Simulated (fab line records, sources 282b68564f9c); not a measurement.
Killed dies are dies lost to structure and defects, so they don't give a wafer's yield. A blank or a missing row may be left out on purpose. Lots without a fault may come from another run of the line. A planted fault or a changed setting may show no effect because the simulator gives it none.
Problem report in the 8D (eight disciplines) form, filled by code | flow rit_cmos | the parts of the form that need people (team, actions taken, sign-off) are left out

1. THE PROBLEM
heater_power_total_W at RIT_ACTIVE_SOFTBAKE_07 reads a mean of 37.26 W on 6 wafers of 2 lots; wafers without a fault read 34.86 W with a standard deviation of 0.055. That is +44 standard deviations from the usual mean.
The step: time 58.26 s.
First seen on wafer L266.3, day 4 11:56, on litho_track-04. The record holds 42 wafers of 14 lots with a number at this step. Rule for "out", or "out of limits": more than 4 standard deviations from the usual mean. The other wafers with a number count as sound.

2. WHAT IT IS AND WHAT IT IS NOT
question                    | is                                 | is not
which readings at this step | heater_power_total_W, plate_temp_C | -
which lots                  | L266, L271                         | L252, L253, L256, L257, L258, L262, L263, L264, L267, L270, L273, L274
which wafers of those lots  | all that have a number             | -
read on which tools         | litho_track-04                     | litho_track-01, litho_track-02
when                        | from day 4 11:56                   | up to then (24 sound wafers); but 12 sound wafers of L267, L270, L273, L274 came after

3. SUSPECTS, AND WHAT RULES EACH OUT
Counting: a tool at a process step up to the reading stays a suspect if it ran every lot that is out and no sound lot after the first of them.
- litho_track-04 at RIT_ACTIVE_SOFTBAKE_07 (time 58.26 s): kept. It ran every lot that is out, first L266 (day 4 11:56), and no sound lot after that; its last sound lot up to then is L262 (day 3 15:59). Its own readings are out on those wafers: heater_power_total_W, plate_temp_C.
Left after counting: litho_track-04 at RIT_ACTIVE_SOFTBAKE_07.

4. THE CAUSE (what the simulator had put in)
Process parameter drift: litho_track-04, from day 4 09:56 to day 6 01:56, at RIT_ACTIVE_SOFTBAKE_07. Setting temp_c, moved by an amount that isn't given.
Counting left only this tool.

5. THE CHAIN OF EFFECTS, in route order
Each row: a reading whose mean over the struck wafers that have a number lies more than 3 standard deviations from the usual. Only readings for which the record gives a usual standard deviation are gone through. hours: the time from each lot's start at the first step in this table that gives one to its start at this step, as a median over the lots. sigmas: the change in usual standard deviations.
hours | step                   | reading              | usual   | on struck wafers | change | sigmas
0     | RIT_ACTIVE_SOFTBAKE_07 | heater_power_total_W | 34.86 W | 37.26            | +2.40  | +44
0     | RIT_ACTIVE_SOFTBAKE_07 | plate_temp_C         | 89.98 C | 94.36            | +4.38  | +40
The process steps in it:
- RIT_ACTIVE_SOFTBAKE_07: time 58.26 s.
Later measuring or inspecting steps at which every struck wafer that the step has a row for has a number for every such reading, and none has moved that far: RIT_PWELL_OVL_MEAS_06, RIT_PRETRO_OVL_MEAS_06, RIT_GATE_CD_MEAS_16.

6. WHAT WOULD HAVE CAUGHT IT SOONER
In this record the first reading out of limits was taken at day 4 11:56, 2 hours after the fault began at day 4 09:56.
